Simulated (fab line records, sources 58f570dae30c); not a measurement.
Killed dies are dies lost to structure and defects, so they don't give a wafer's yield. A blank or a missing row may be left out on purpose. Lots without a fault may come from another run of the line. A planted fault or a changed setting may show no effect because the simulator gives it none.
Which tool did it? | flow berkeley_cmos170 | 7 lots, 21 wafers sampled, at 4 steps of a route of 331

WHAT THE GAUGES READ, wafer by wafer
UCB170_PSD_CD_MEAS_06: target cd 1200 nm.
lot  | measured     | on        | cd_nm (nm)
L788 | day 7 17:03  | cd_sem-01 | 1199.6 1199.7 1198.4
L791 | day 8 00:46  | cd_sem-01 | 1198.7 1199.3 1198.6
L794 | day 8 13:42  | cd_sem-02 | 1200.4 1200.3 1199.2
L796 | day 8 13:50  | cd_sem-01 | 1202.6 1201.3 1201.9
L803 | day 10 16:33 | cd_sem-01 | 1198.8 1200.8 1200.6
L805 | day 11 09:20 | cd_sem-01 | 1198.8 1199.8 1198.8
L808 | day 12 00:41 | cd_sem-02 | 1201.6 1201.3 1199.8

WHICH TOOL RAN EACH LOT (tool, then ch and the chambers of the sampled wafers, then the start)
lot  | UCB170_ZERO_STRIP_07                | UCB170_PLDD_DEVELOP_05            | UCB170_PSD_PEB_04
L788 | plasma_asher-04 ch 0,1, day 2 02:19 | litho_track-02 ch 0, day 7 07:00  | litho_track-04 ch 0, day 7 16:46
L791 | plasma_asher-04 ch 0,1, day 2 20:57 | litho_track-04 ch 0, day 7 18:00  | litho_track-04 ch 0, day 8 00:29
L794 | plasma_asher-04 ch 0,1, day 3 12:24 | litho_track-04, day 8 05:00       | litho_track-01 ch 0, day 8 13:25
L796 | plasma_asher-04 ch 1, day 3 19:55   | litho_track-03, day 8 05:00       | litho_track-04 ch 0, day 8 13:34
L803 | plasma_asher-04 ch 0,1, day 5 13:02 | litho_track-04 ch 0, day 10 09:00 | litho_track-03 ch 0, day 10 16:17
L805 | plasma_asher-02 ch 1, day 5 22:12   | litho_track-03 ch 0, day 11 00:00 | litho_track-04 ch 0, day 11 09:04
L808 | plasma_asher-04 ch 0,1, day 6 15:57 | litho_track-02 ch 0, day 11 12:00 | litho_track-04 ch 0, day 12 00:25
- UCB170_ZERO_STRIP_07: strips in O2.
- UCB170_PLDD_DEVELOP_05: develop time 45 s.
- UCB170_PSD_PEB_04

THE ANSWER, worked out from the rows above alone
Rule: what is usual is taken from the lots themselves. Put in order of their means at a reading, lots are off if they are a third of the lots or fewer, leave a main group of 4 or more, and stand apart from it by a gap of 3 or more times the standard deviation of the main group's means; of several such gaps the widest counts. A main group whose means are all the same, to the digits that the tables above print for the reading, isn't used. A lot without any number at a reading at which 4 lots or more have one is off too. The other lots that the step has rows for count as sound.
No lot is off at any reading shown: from this, nothing can be told.

WHAT THE SIMULATOR HAD PUT IN
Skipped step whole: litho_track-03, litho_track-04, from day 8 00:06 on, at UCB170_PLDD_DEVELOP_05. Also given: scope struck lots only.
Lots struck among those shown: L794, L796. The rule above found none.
